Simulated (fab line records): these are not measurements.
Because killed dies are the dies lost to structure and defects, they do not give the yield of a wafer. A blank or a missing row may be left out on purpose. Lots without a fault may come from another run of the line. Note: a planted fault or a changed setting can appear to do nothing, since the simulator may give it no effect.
The tool behind it: which one? / flow berkeley_cmos170 / 7 lots with 21 wafers sampled at 2 steps, on a route of 331 steps

## WHAT THE GAUGES SHOWED, per wafer
UCB170_M1_RS_MEAS_01: measures by four-point-probe.
lot=L731; measured=day 8 13:34; on=film_metro-02; M1_AL_RS (ohm/sq)=0.0483 0.0486 0.0487
lot=L734; measured=day 9 02:28; on=film_metro-03; M1_AL_RS (ohm/sq)=0.0487 0.0489 0.0487
lot=L740; measured=day 10 03:01; on=film_metro-01; M1_AL_RS (ohm/sq)=0.0503 0.0504 0.0507
lot=L744; measured=day 11 12:33; on=film_metro-03; M1_AL_RS (ohm/sq)=0.0480 0.0480 0.0488
lot=L747; measured=day 12 02:34; on=film_metro-03; M1_AL_RS (ohm/sq)=0.0490 0.0483 0.0496
lot=L752; measured=day 13 12:41; on=film_metro-01; M1_AL_RS (ohm/sq)=0.0488 0.0492 0.0487
lot=L751; measured=day 13 13:50; on=film_metro-03; M1_AL_RS (ohm/sq)=0.0490 0.0489 0.0483

## TOOL THAT RAN EACH LOT (tool first, then ch and the chambers of the sampled wafers, then the start)
lot=L731; UCB170_M1_SPUTTER_00=pvd_sputter-02, day 8 13:27
lot=L734; UCB170_M1_SPUTTER_00=pvd_sputter-04, day 9 02:23
lot=L740; UCB170_M1_SPUTTER_00=pvd_sputter-04, day 10 02:56
lot=L744; UCB170_M1_SPUTTER_00=pvd_sputter-02, day 11 12:28
lot=L747; UCB170_M1_SPUTTER_00=pvd_sputter-03, day 12 02:31
lot=L752; UCB170_M1_SPUTTER_00=pvd_sputter-02, day 13 12:35
lot=L751; UCB170_M1_SPUTTER_00=pvd_sputter-03, day 13 13:46
- UCB170_M1_SPUTTER_00: material Al, target thk 600 nm, time 80 s.

## THE ANSWER, worked out from the rows above alone
Rule: the lots themselves supply what counts as usual. The widest of any qualifying gaps counts: lots, ordered by their means at a reading, are off when they make up no more than a third of the lots, leave a main group of 4 or more, and stand apart from it by 3 or more times the standard deviation of that group's means. If all means in a main group match to the digits the tables above print for the reading, that group is not used. Also off: a lot with no number at a reading for which 4 or more lots have one. The other lots that the step has rows for count as sound.
Off: at UCB170_M1_RS_MEAS_01 (M1_AL_RS), L740. Main group: mean 0.0487 ohm/sq, sd 0.00024.
A tool fits if, at a process step before that reading, it ran every lot that is off, and no sound lot after the first of them. Gauges at UCB170_M1_RS_MEAS_01: tried the same way as those tools. One fits: pvd_sputter-04 at UCB170_M1_SPUTTER_00. A fault onset in the window from L734 (day 9 02:23, its last sound lot) to L740 (day 10 02:56, its first lot off) fits.

## WHAT THE SIMULATOR HAD PUT IN
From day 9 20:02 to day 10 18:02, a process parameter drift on pvd_sputter-04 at UCB170_M1_SPUTTER_00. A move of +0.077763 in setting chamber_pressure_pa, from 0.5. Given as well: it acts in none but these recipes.
Struck lots among those shown: L740. The rule given above showed the same thing.
